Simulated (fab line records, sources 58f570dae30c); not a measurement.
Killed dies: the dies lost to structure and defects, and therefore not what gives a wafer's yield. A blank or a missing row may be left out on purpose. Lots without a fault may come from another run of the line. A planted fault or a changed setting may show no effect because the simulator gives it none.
Problem report, 8D (eight disciplines) form, completed by code || flow berkeley cmos170 || the parts of the form that need people (team, actions taken, sign-off) are left out

== 1. WHAT WENT WRONG ==
At UCB170_PWELL_STRIP_16, oes product au averages 0.637 a.u. over 2 wafers from 2 lots, while fault-free wafers read 0.721 a.u., standard deviation 0.0045. Relative to the usual mean, that is a shift of -19 standard deviations.
The step: strips in O2.
First seen on wafer L112.5, day 5 16:02, on plasma asher-03. At this step, 42 wafers from 14 lots have a number in the record. Rule for "out", or "out of limits": more than 4 standard deviations from the usual mean. The other wafers with a number count as sound.

== 2. WHAT IT IS AND WHAT IT IS NOT ==
{"question": "which readings at this step", "is": "oes product au", "is not": "drypump motor current A, strip time to endpoint s"}
{"question": "which lots", "is": "L112, L116", "is not": "L100, L101, L102, L106, L107, L114, L115, L117, L118, L119, L121, L123"}
{"question": "which wafers of those lots", "is": "L112.5, L116.5", "is not": "L112.3, L112.6, L116.4, L116.6"}
{"question": "read on which tools", "is": "plasma asher-03", "is not": "plasma asher-01, plasma asher-04"}
{"question": "when", "is": "from day 5 16:02", "is not": "up to then (17 sound wafers); but 23 sound wafers of L114, L115, L116, L117, L118, L119, L121, L123 came after"}

== 3. SUSPECTS, AND WHAT RULES EACH OUT ==
Counting: any tool at a process step up to the reading remains a suspect provided it ran every lot that is out. Sound lots after the first of them don't rule it out here, since some wafers of a struck lot are sound.
- plasma asher-03 at UCB170_PWELL_STRIP_16 (strips in O2): kept. Ran every lot that is out, first one L112 (day 5 16:02); last sound lot up to then L107 (day 4 15:39). Its own readings are out on those wafers: oes product au.
- The sound lot-mates ran in chamber 1 of plasma asher-03 at UCB170_PWELL_STRIP_16, but the wafers that are out ran in chamber 0.
The count leaves plasma asher-03 at UCB170_PWELL_STRIP_16.

== 4. THE CAUSE (what the simulator had put in) ==
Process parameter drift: plasma asher-03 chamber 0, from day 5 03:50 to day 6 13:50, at UCB170_PWELL_STRIP_16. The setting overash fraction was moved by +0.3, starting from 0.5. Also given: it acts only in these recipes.
The count eliminated every tool but this one.

== 5. THE CHAIN OF EFFECTS, in route order ==
Each row: a reading whose mean over the struck wafers that have a number lies more than 3 standard deviations from the usual. Scope: only readings with a usual standard deviation given in the record; hours: median across lots of the time from each lot's start at the first step in this table that gives one to its start at this step; sigmas: change in usual standard deviations.
{"hours": 0, "step": "UCB170_PWELL_STRIP_16", "reading": "oes product au", "usual": "0.721 a.u.", "on struck wafers": 0.637, "change": -0.084, "sigmas": -19}
Process steps it contains:
- UCB170_PWELL_STRIP_16: strips in O2.
Later measuring or inspecting steps at which every struck wafer that the step has a row for has a number for every such reading, and none has moved that far: UCB170_M3_CD_MEAS_90.

== 6. WHAT WOULD HAVE CAUGHT IT SOONER ==
In this record no reading fell out of limits until day 5 16:02, 12 hours after the fault had begun at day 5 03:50.
